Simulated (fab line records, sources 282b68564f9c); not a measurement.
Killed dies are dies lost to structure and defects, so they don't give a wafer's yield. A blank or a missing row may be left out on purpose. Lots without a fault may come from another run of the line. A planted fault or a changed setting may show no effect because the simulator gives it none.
Split-lot experiment | flow rit_cmos | 5 lots, 23 wafers read, on a route of 202 steps

THE SPLIT
At RIT_PLDD_HARDBAKE_07 (time 60 s), the setting temp_c was moved away from the recipe's 140 C on 9 of the 23 wafers read, by -2.6% to +0.9%. The other wafers ran this setting at the recipe's value.

The reading is taken at the split's own step.

THE READING
NOVOLAK_of_PLDD_COAT_01.thk_nm (the simulator's own value, which no gauge read), in nm, at RIT_PLDD_HARDBAKE_07 (time 60 s). The file gives no usual value for it. The 14 wafers here that ran the recipe average 884.1 nm, standard deviation 3.2 nm.

wafer  | tool, chamber at the split | temp_c as run, C | against the recipe | NOVOLAK_of_PLDD_COAT_01.thk_nm, nm | against lot-mates on the recipe
L077.1 | litho_track-03, 0          | 140              | recipe             | 887.3                              | -
L077.2 | litho_track-03, 0          | 140              | recipe             | 887.2                              | -
L077.3 | litho_track-03, 0          | 140              | recipe             | 887.9                              | -
L081.1 | litho_track-04, 0          | 141.3            | +0.9%              | 884.5                              | -2.9
L081.2 | litho_track-04, 0          | 141.3            | +0.9%              | 884.3                              | -3.1
L081.3 | litho_track-04, 0          | 140              | recipe             | 887.5                              | -
L081.4 | litho_track-04, 0          | 141.3            | +0.9%              | 886.7                              | -0.7
L081.6 | litho_track-04, 0          | 140              | recipe             | 887.3                              | -
L082.2 | litho_track-02, 0          | 136.9            | -2.2%              | 883.4                              | +3.9
L082.5 | litho_track-02, 0          | 136.9            | -2.2%              | 883.4                              | +3.9
L082.3 | litho_track-02, 0          | 140              | recipe             | 876.5                              | -
L082.4 | litho_track-02, 0          | 140              | recipe             | 881.6                              | -
L082.6 | litho_track-02, 0          | 140              | recipe             | 880.4                              | -
L083.1 | litho_track-03, 0          | 138.9            | -0.8%              | 884.1                              | +1.1
L083.3 | litho_track-03, 0          | 140              | recipe             | 883.7                              | -
L083.4 | litho_track-03, 0          | 140              | recipe             | 883.6                              | -
L083.5 | litho_track-03, 0          | 138.9            | -0.8%              | 886.7                              | +3.7
L083.6 | litho_track-03, 0          | 140              | recipe             | 881.8                              | -
L084.1 | litho_track-02, 0          | 140              | recipe             | 883.9                              | -
L084.2 | litho_track-02, 0          | 140              | recipe             | 884.6                              | -
L084.3 | litho_track-02, 0          | 140              | recipe             | 884.3                              | -
L084.5 | litho_track-02, 0          | 136.3            | -2.6%              | 890.5                              | +6.2
L084.6 | litho_track-02, 0          | 136.3            | -2.6%              | 890.4                              | +6.1

THE FIT
A straight line over all 23 wafers: NOVOLAK_of_PLDD_COAT_01.thk_nm changes by -0.946 nm for each +1% of temp_c; r = -0.31; the points scatter about the line by 3.1 nm.
The same after taking each lot's own level away (the mean of its wafers on the recipe; 23 wafers): -2.17 nm for each +1%; r = -0.90; scatter 1.1 nm.
On that fit, the largest move of temp_c shifts the reading by 5.7 nm.
The lots' own levels span 879.50 to 887.47 nm, that is 2.5 times the standard deviation above.
So the lot-to-lot level blurs the effect unless lot-mates are compared.
Check: with one of the wafers moved furthest among these (-2.6%) left out of the fit, the line predicts +5.56 nm for it against its lot-mates. It came out at +6.23 nm against them.

OTHER SPLITS ON THESE WAFERS
These wafers also went through other splits before the reading. Each is held against what the fit with the lots' levels taken away leaves over:
other split on the same wafers   | wafers away from the commonest value | r with NOVOLAK_of_PLDD_COAT_01.thk_nm (lot level and that fit taken away)
RIT_ACTIVE_CVD_03 temp_c         | 10                                   | +0.01
RIT_ACTIVE_ETCH_13 time_s        | 8                                    | +0.11
RIT_FOX2_OXIDATION_00 temp_c     | 18                                   | -0.13
RIT_NWELL_COAT_01 resist_thk_nm  | 9                                    | +0.26
RIT_NWELL_HARDBAKE_07 temp_c     | 9                                    | -0.03
RIT_PWELL_IMPLANT_08 dose_cm2    | 5                                    | -0.33
RIT_PRETRO_SOFTBAKE_02 temp_c    | 11                                   | -0.03
RIT_PRETRO_IMPLANT_08 energy_kev | 6                                    | -0.32
RIT_GATE_CLEAN_02 time_s         | 18                                   | -0.12
RIT_GATE_CVD_08 time_s           | 5                                    | -0.09
RIT_GATE_ETCH_19 over_etch_frac  | 7                                    | +0.01
RIT_NLDD_IMPLANT_08 dose_cm2     | 8                                    | +0.14

THE FILE'S OWN FIT
NOVOLAK_of_PLDD_COAT_01.thk_nm changes by -2.17 nm for each +1% of temp_c, r = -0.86.
